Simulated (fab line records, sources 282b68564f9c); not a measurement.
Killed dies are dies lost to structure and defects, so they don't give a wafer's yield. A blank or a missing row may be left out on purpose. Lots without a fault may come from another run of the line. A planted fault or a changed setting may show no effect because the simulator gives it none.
Problem report in the 8D (eight disciplines) form, filled by code | flow rit_cmos | the parts of the form that need people (team, actions taken, sign-off) are left out

1. THE PROBLEM
killed_at_front_end at RIT_M1_PROBE_99 reads a mean of 76.0 on 6 wafers of 2 lots; wafers without a fault read 6.6 with a standard deviation of 2.8. That is +25 standard deviations from the usual mean.
First seen on wafer L874.1, day 4 15:44, on prober-02. The record holds 12 wafers of 4 lots with a number at this step. Rule for "out", or "out of limits": more than 4 standard deviations from the usual mean. The other wafers with a number count as sound.

2. WHAT IT IS AND WHAT IT IS NOT
question                    | is                                              | is not
which readings at this step | killed_at_front_end, killed_dies, killed_on_rim | killed_at_contacts, killed_open, killed_short
which lots                  | L874, L876                                      | L886, L891
which wafers of those lots  | all that have a number                          | -
read on which tools         | prober-02                                       | prober-01
when                        | from day 4 15:44                                | up to then (0 sound wafers); but 6 sound wafers of L886, L891 came after

3. SUSPECTS, AND WHAT RULES EACH OUT
Counting: a tool at a process step up to the reading stays a suspect if it ran every lot that is out and no sound lot after the first of them.
- furnace-04 at RIT_FOX1_OXIDATION_00 (target thk 350.7 nm, ox time 1130 s): ruled out as a lasting fault. Sound lots L891 ran on it after its first lot that is out, L874 (day 2 14:07).
- prober-02 at RIT_M1_PROBE_99: ruled out as a lasting fault. Sound lots L886 ran on it after its first lot that is out, L874 (day 4 15:44).
Left after counting: nothing in the record.

4. THE CAUSE (what the simulator had put in)
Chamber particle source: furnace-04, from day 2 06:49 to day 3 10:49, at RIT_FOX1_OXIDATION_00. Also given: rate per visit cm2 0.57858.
Counting ruled it out, wrongly: the rule takes a fault to strike every lot that its tool runs from its start on, and this one did not.

5. THE CHAIN OF EFFECTS, in route order
Each row: a reading whose mean over the struck wafers that have a number lies more than 3 standard deviations from the usual. Only readings for which the record gives a usual standard deviation are gone through. hours: the time from each lot's start at the first step in this table that gives one to its start at this step, as a median over the lots. sigmas: the change in usual standard deviations.
hours | step            | reading             | usual | on struck wafers | change | sigmas
0     | RIT_M1_PROBE_99 | killed_at_front_end | 6.6   | 76.0             | +69.4  | +25
0     | RIT_M1_PROBE_99 | killed_dies         | 6.6   | 76.0             | +69.4  | +25
0     | RIT_M1_PROBE_99 | killed_on_rim       | 1.8   | 19.5             | +17.7  | +13
The process steps in it:
- RIT_M1_PROBE_99

6. WHAT WOULD HAVE CAUGHT IT SOONER
In this record the first reading out of limits was taken at day 4 15:44, 57 hours after the fault began at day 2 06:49.
